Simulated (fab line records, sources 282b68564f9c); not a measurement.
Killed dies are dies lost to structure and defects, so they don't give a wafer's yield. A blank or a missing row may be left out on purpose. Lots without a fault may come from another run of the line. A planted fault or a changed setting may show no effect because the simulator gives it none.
A struck lot beside a sound one | flow rit_cmos | 28 steps out of a route of 202
Sound: wafers L768.1, L768.2, L768.3. Struck: wafers L770.1, L770.3, L770.6. The cause comes at the end.
At each step with rows: each side's tool, then ch and its chambers, then its first start. Under that, the readings that differ: sound wafers | struck wafers | difference of the means | sigmas: that difference in standard deviations of wafers without a fault.
alike: readings whose means differ by less than 2 such deviations, and words and numbers that are the same on both sides. not compared: withheld readings, readings that some wafer has no value for, bounds like >300 that may hide the same value, and numbers for which the record gives no deviation and whose values overlap.
The two part at a step that has a row with sigmas, a row that says differs or no value, or rows on one side only. Numbers that don't overlap but have no deviation are shown without sigmas and don't part them. A reading that every wafer of one side lacks parts them only if that side has two wafers or more.

RIT_ACTIVE_BOW_MEAS_00:
  sound on film_metro-03, day 2 01:00; struck on film_metro-01, day 2 11:00
  alike: INCOMING_BOW
RIT_ACTIVE_OXIDATION_01: target thk 46.8 nm, ox time 3202 s.
  sound on furnace-01 ch 0, day 2 01:07; struck on furnace-01 ch 0, day 2 11:07
  reading                                       | sound            | struck            | difference | sigmas
  model.SiO2_of_ACTIVE_OXIDATION_01.thk_nm (nm) | 43.94 44.25 45.3 | 37.94 36.33 37.53 | -7.23      |
  alike: spike_tc_source_C
RIT_ACTIVE_THK_MEAS_02:
  sound on film_metro-03, day 2 03:03; struck on film_metro-01, day 2 13:03
  reading               | sound          | struck         | difference | sigmas
  ACTIVE_OXIDE_THK (nm) | 43.9 44.3 45.3 | 38.0 36.3 37.5 | -7.2       | -7
then, 1 step without rows for these wafers: RIT_ACTIVE_CVD_03 (deposits Si3N4 from SiH2Cl2/NH3, target thk 150 nm, time 1500 s).
RIT_ACTIVE_THK_MEAS_04:
  sound on film_metro-02, day 2 04:41; struck on film_metro-03, day 2 15:43
  alike: ACTIVE_NITRIDE_THK
then, 6 steps without rows for these wafers: RIT_ACTIVE_HMDS_05 (prime time 60 s); RIT_ACTIVE_COAT_06 (resist thk 1000 nm); RIT_ACTIVE_SOFTBAKE_07 (time 60 s); RIT_ACTIVE_EXPOSE_08 (exposes mask M1, target cd 1400 nm); RIT_ACTIVE_PEB_09; RIT_ACTIVE_DEVELOP_10 (develop time 50 s).
RIT_ACTIVE_CD_MEAS_11: target cd 1400 nm.
  sound on cd_sem-02, day 2 05:43; struck on cd_sem-02, day 2 16:46
  alike: cd_nm
then, 1 step without rows for these wafers: RIT_ACTIVE_HARDBAKE_12 (time 60 s).
RIT_ACTIVE_ETCH_13: etches Si3N4 in SF6, stops on SiO2, time 210 s, target depth 210 nm.
  sound on rie_diel-04 ch 0,1,3, day 2 05:59; struck on rie_diel-02 ch 1,3, day 2 17:02
  alike: drypump_motor_current_A, oes_product_au, throttle_valve_pct
  not compared: rf_hours_counter_h
RIT_ACTIVE_STRIP_14: strips in O2, time 180 s.
  sound on plasma_asher-01 ch 0,1, day 2 06:07; struck on plasma_asher-03 ch 0,1, day 2 17:11
  alike: drypump_motor_current_A
  not compared: rf_hours_counter_h
RIT_ACTIVE_CD_MEAS_90: target cd 1400 nm.
  sound on cd_sem-02, day 2 06:18; struck on cd_sem-02, day 2 17:21
  alike: cd_nm
then, 4 steps without rows for these wafers: RIT_ACTIVE_CLEAN_15 (cleans in SC1, time 600 s); RIT_ACTIVE_CLEAN_16 (cleans in dHF, time 30 s); RIT_ACTIVE_CLEAN_17 (cleans in SC2, time 600 s); RIT_FOX1_OXIDATION_00 (target thk 350.7 nm, ox time 1130 s).
RIT_FOX1_THK_MEAS_01:
  sound on film_metro-02, day 2 09:22; struck on film_metro-01, day 2 19:44
  alike: FOX1_OXIDE_THK
then, 2 steps without rows for these wafers: RIT_FOX1_WET_ETCH_02 (etches SiO2 in BOE, target depth 350 nm, time 390 s); RIT_FOX2_OXIDATION_00 (target thk 350.7 nm, ox time 1130 s).
RIT_FOX2_THK_MEAS_01:
  sound on film_metro-04, day 2 10:52; struck on film_metro-04, day 2 21:14
  alike: FOX2_OXIDE_THK
then, 1 step without rows for these wafers: RIT_FOX2_CLEAN_02 (cleans in dHF, time 180 s).
RIT_FOX2_WET_ETCH_03: etches Si3N4 in H3PO4, target depth 195 nm, time 2700 s.
  sound on wet_bench-04 ch 1, day 2 10:59; struck on wet_bench-04 ch 3, day 2 21:21
  reading                                       | sound             | struck            | difference | sigmas
  model.SiO2_of_ACTIVE_OXIDATION_01.thk_nm (nm) | 39.18 39.47 39.19 | 33.59 30.55 31.61 | -7.36      |
RIT_FOX2_THK_MEAS_90:
  sound on film_metro-04, day 2 11:44; struck on film_metro-04, day 2 22:10
  alike: FIELD_OXIDE_LEFT_1_THK
RIT_M1_PROBE_99:
  sound on prober-01, day 4 01:43; struck on prober-01, day 4 12:15
  reading                             | sound             | struck            | difference | sigmas
  killed_at_front_end                 | 4 0 4             | 8 13 9            | +7         | +3
  killed_dies                         | 4 0 4             | 8 13 9            | +7         | +2
  model.etest.nldd.width_nm (nm)      | 3209 3216 3195    | 3288 3285 3283    | +79        |
  model.etest.pldd.width_nm (nm)      | 3215 3213 3208    | 3268 3291 3260    | +61        |
  model.etest.nplus_sal.width_nm (nm) | 3456 3470 3475    | 3493 3525 3494    | +37        |
  model.etest.pplus_sal.width_nm (nm) | 3466 3455 3458    | 3484 3520 3509    | +45        |
  model.etest.nmos_narrow.drive_ua_um | 228.3 228.5 225.3 | 248.1 255.4 252.5 | +24.6      |
  model.etest.pmos_narrow.drive_ua_um | 104.7 105.8 102.7 | 108.4 108.4 108.6 | +4.1       |
  alike: killed_open, killed_short
  not compared: model.etest.cap_n_gate.c_min_ff_um2

WHERE THEY PART
First at RIT_ACTIVE_THK_MEAS_02; last, within this record, at RIT_M1_PROBE_99.

WHY: what the simulator had put in
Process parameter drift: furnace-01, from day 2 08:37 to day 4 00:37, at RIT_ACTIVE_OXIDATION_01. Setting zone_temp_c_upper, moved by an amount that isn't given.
